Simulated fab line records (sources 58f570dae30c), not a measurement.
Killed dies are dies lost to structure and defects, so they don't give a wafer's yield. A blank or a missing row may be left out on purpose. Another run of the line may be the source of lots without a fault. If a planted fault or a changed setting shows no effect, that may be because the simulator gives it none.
Chamber matching :: flow berkeley cmos170 :: 3 sister chambers for UCB170_V2_CVD_00 on pecvd-04
The step deposits SiO2 from TEOS/O2, target thk 2000 nm, time 250 s. 3 wafers are shown with their chamber, then 7 later ones without.

== WAFERS, EACH WITH ITS CHAMBER ==
wafer: L150.3
chamber: 2
heater power w (W): 239

wafer: L157.1
chamber: 1
heater power w (W): 306

wafer: L157.2
chamber: 0
heater power w (W): 213

== WAFERS MISSING THEIR CHAMBER ==
wafer: L157.3
heater power w (W): 288

wafer: L159.1
heater power w (W): 306

wafer: L159.3
heater power w (W): 288

wafer: L159.4
heater power w (W): 215

wafer: L164.3
heater power w (W): 247

wafer: L164.4
heater power w (W): 297

wafer: L164.6
heater power w (W): 220

== CHAMBER TAKEN BY EACH ==
wafer: L157.3
from the rows above: 1
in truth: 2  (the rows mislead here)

wafer: L159.1
from the rows above: 1
in truth: 1

wafer: L159.3
from the rows above: 1
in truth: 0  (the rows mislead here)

wafer: L159.4
from the rows above: 0
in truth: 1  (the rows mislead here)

wafer: L164.3
from the rows above: 2
in truth: 2

wafer: L164.4
from the rows above: 1
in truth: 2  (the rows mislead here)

wafer: L164.6
from the rows above: can't be placed: 0 or 2
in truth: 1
Placed correctly: 2 of 7. Unplaceable from these rows: 1, with the true chamber sitting among the candidates in 0. Number placed wrongly: 4.
How it was worked out, from the rows above alone: a wafer's distance from a chamber is the root of the sum, over the readings, of the square of ((its reading less the chamber's mean) divided by the reading's scatter). The wafer belongs to the nearest chamber; if the next one is less than 2 further off, it can't be placed. Each chamber's mean is taken over the wafers shown for it. The scatter: root of mean squared gap, hidden wafer to nearest shown wafer, with one shown wafer a chamber.
